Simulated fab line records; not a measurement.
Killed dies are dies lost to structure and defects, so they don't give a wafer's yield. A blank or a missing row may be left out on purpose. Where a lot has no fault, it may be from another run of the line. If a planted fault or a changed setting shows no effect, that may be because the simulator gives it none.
The tool behind it: which one?	flow rit-cmos	43 wafers from 15 lots sampled at 3 of the route's 202 steps

WHAT EACH GAUGE READ, for each wafer
RIT_GATE_CD_MEAS_16: the cd target is 150 nm.
lot	measured	on	cd-nm (nm)
L266	day 3 03:18	cd-sem-02	149.5 145.6 145.4
L267	day 3 07:13	cd-sem-02	146.8 145.8 145.1
L269	day 3 19:36	cd-sem-02	147.2 148.4 145.9
L270	day 3 23:21	cd-sem-02	146.3 145.4 146.5
L273	day 4 11:33	cd-sem-02	151.0 151.9 151.7
L274	day 4 17:49	cd-sem-01	146.2 148.8 147.0
L275	day 4 18:42	cd-sem-02	149.2 147.4 152.0
L276	day 5 00:08	cd-sem-02	152.1 151.3 154.0
L278	day 5 11:00	cd-sem-02	151.7
L283	day 6 13:59	cd-sem-01	151.8 150.0 151.9
L284	day 6 15:43	cd-sem-01	152.1 149.5 149.0
L285	day 7 05:35	cd-sem-01	149.8 147.8 146.1
L286	day 7 06:01	cd-sem-01	146.6 147.3 145.7
L287	day 7 05:52	cd-sem-02	145.4 146.1 145.0
L288	day 7 22:32	cd-sem-01	150.9 149.8 151.4

WHICH TOOL RAN EACH LOT (tool, then ch and the chambers of the sampled wafers, then the start)
lot	RIT_NWELL_STRIP_09	RIT_PWELL_STRIP_09
L266	plasma-asher-02 ch 0,1, day 2 03:42	plasma-asher-03 ch 0,1, day 2 05:15
L267	plasma-asher-02 ch 0,1, day 2 09:27	plasma-asher-03 ch 0,1, day 2 11:00
L269	plasma-asher-04 ch 0,1, day 3 01:22	plasma-asher-03 ch 0,1, day 3 02:55
L270	plasma-asher-03 ch 0,1, day 3 05:20	plasma-asher-04 ch 0,1, day 3 07:00
L273	plasma-asher-02 ch 0,1, day 3 17:19	plasma-asher-03 ch 0,1, day 3 18:52
L274	plasma-asher-02 ch 0,1, day 3 21:10	plasma-asher-04 ch 0,1, day 3 22:50
L275	plasma-asher-03 ch 0,1, day 4 01:22	plasma-asher-04 ch 0,1, day 4 02:55
L276	plasma-asher-04 ch 0,1, day 4 05:29	plasma-asher-01 ch 0,1, day 4 07:02
L278	plasma-asher-03 ch 1, day 4 19:48	plasma-asher-03 ch 1, day 4 21:28
L283	plasma-asher-02 ch 0, day 5 18:44	plasma-asher-01 ch 0,1, day 5 20:17
L284	plasma-asher-03 ch 0,1, day 5 23:06	plasma-asher-03 ch 0,1, day 6 00:47
L285	plasma-asher-02 ch 0,1, day 6 03:06	plasma-asher-03 ch 1, day 6 04:49
L286	plasma-asher-04 ch 0,1, day 6 09:46	plasma-asher-04 ch 0,1, day 6 11:27
L287	plasma-asher-03 ch 0,1, day 6 12:53	plasma-asher-03 ch 0,1, day 6 14:38
L288	plasma-asher-02 ch 0,1, day 6 17:47	plasma-asher-03 ch 0,1, day 6 19:20
- RIT_NWELL_STRIP_09: strips in O2, time 180 s.
- RIT_PWELL_STRIP_09: strips in O2, time 180 s.

WHAT THE TOOLS THEMSELVES READ (means of the sampled wafers that have a number; where no wafer has one, the mark that the record gives instead)
RIT_NWELL_STRIP_09.
lot	tool	drypump-motor-current-A (A)
L266	plasma-asher-02	6.0
L267	plasma-asher-02	5.5
L269	plasma-asher-04	6.1
L270	plasma-asher-03	6.1
L273	plasma-asher-02	6.0
L274	plasma-asher-02	6.0
L275	plasma-asher-03	5.9
L276	plasma-asher-04	6.2
L278	plasma-asher-03	6.4
L283	plasma-asher-02	6.6
L284	plasma-asher-03	6.1
L285	plasma-asher-02	5.5
L286	plasma-asher-04	6.1
L287	plasma-asher-03	5.8
L288	plasma-asher-02	5.5

RIT_PWELL_STRIP_09.
lot	tool	drypump-motor-current-A (A)
L266	plasma-asher-03	5.9
L267	plasma-asher-03	5.9
L269	plasma-asher-03	6.1
L270	plasma-asher-04	6.1
L273	plasma-asher-03	5.9
L274	plasma-asher-04	6.1
L275	plasma-asher-04	6.1
L276	plasma-asher-01	6.0
L278	plasma-asher-03	6.4
L283	plasma-asher-01	5.8
L284	plasma-asher-03	5.9
L285	plasma-asher-03	6.4
L286	plasma-asher-04	6.1
L287	plasma-asher-03	6.1
L288	plasma-asher-03	6.1

THE ANSWER, worked out from the rows above alone
Rule: the lots themselves supply what counts as usual. The widest of any qualifying gaps counts: lots, ordered by their means at a reading, are off when they make up no more than a third of the lots, leave a main group of 4 or more, and stand apart from it by 3 or more times the standard deviation of that group's means. If all means in a main group match to the digits the tables above print for the reading, that group is not used. Also off: a lot with no number at a reading for which 4 or more lots have one. Any other lot the step has rows for is counted as sound. First the gauges in route order, then the tools' own readings, where a lot's mean is used as printed above. At the first step where some lot is off, the reading lying furthest off is the one used; lots without a number count as furthest.
No lot is off at any reading shown: from this, nothing can be told.

WHAT THE SIMULATOR HAD PUT IN
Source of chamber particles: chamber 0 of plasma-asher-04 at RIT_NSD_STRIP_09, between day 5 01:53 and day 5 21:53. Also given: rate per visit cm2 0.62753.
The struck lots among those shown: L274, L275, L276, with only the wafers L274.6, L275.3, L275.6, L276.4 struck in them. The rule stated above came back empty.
